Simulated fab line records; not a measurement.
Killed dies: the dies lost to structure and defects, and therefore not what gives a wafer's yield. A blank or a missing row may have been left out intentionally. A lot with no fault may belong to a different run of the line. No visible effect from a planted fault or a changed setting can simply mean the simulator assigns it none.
Problem report in the 8D (eight disciplines) form, filled by code ; flow rit-cmos ; the parts of the form that need people (team, actions taken, sign-off) are left out

## 1. WHAT IS WRONG
Wafers without a fault read 208.2 s, standard deviation 0.43; run-length-s at RIT_CONTACT_STRIP_12 reads a mean of 214.2 s on 2 wafers belonging to 2 lots. Relative to the usual mean, that is a shift of +14 standard deviations.
The step: strips in O2, time 180 s.
Earliest sighting: wafer L375.2 on plasma-asher-02 at day 3 19:49. The record holds 42 wafers of 14 lots with a number at this step. The rule behind "out" and "out of limits": a value lying over 4 standard deviations away from the usual mean. The rest of the wafers with a number are treated as sound.

## 2. WHAT IT IS, WHAT IT ISN'T
question;is;is not
which readings at this step;run-length-s;drypump-motor-current-A
which lots;L375, L382;L372, L373, L374, L379, L384, L388, L390, L391, L392, L393, L394, L395
which wafers of those lots;L375.2, L382.2;L375.3, L375.5, L382.1, L382.3
read on which tools;plasma-asher-02;plasma-asher-01, plasma-asher-04
when;from day 3 19:49;"up to then (11 sound wafers); but 29 sound wafers of L379, L382, L384, L388, L390, L391, L392, L393, L394, L395 came after"

## 3. SUSPECTS, AND WHAT RULES EACH OUT
Counting: a tool at a process step up to the reading stays a suspect if it ran every lot that is out. Sound lots after the first of them don't rule it out here, since some wafers of a struck lot are sound.
- plasma-asher-02 at RIT_CONTACT_STRIP_12 (strips in O2, time 180 s): kept. It ran every lot that is out, first L375 (day 3 19:49); its last sound lot up to then is L374 (day 3 18:07). Its own readings are out on those wafers: run-length-s.
- The sound lot-mates ran in chamber 1 of plasma-asher-02 at RIT_CONTACT_STRIP_12, but the wafers that are out ran in chamber 0.
Remaining after the count: plasma-asher-02 at RIT_CONTACT_STRIP_12.

## 4. THE CAUSE (what the simulator had put in)
plasma-asher-02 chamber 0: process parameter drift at RIT_CONTACT_STRIP_12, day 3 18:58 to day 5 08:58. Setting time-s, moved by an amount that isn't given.
Only this tool survived the counting.

## 5. THE EFFECT CHAIN, in route order
One row per reading whose mean, taken over the struck wafers that have a number, lies over 3 standard deviations from the usual. Only readings whose record carries a usual standard deviation are examined. hours: median over the lots of the time between each lot's start at the first step of this table that gives one and its start at this step. sigmas: the change, counted in usual standard deviations.
hours;step;reading;usual;on struck wafers;change;sigmas
0;RIT_CONTACT_STRIP_12;run-length-s;208.2 s;214.2;+6.0;+14
Its process steps:
- RIT_CONTACT_STRIP_12: strips in O2, time 180 s.

## 6. HOW IT WOULD HAVE BEEN CAUGHT EARLIER
In this record the first reading out of limits was taken at day 3 19:49, 1 hour after the fault began at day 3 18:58.
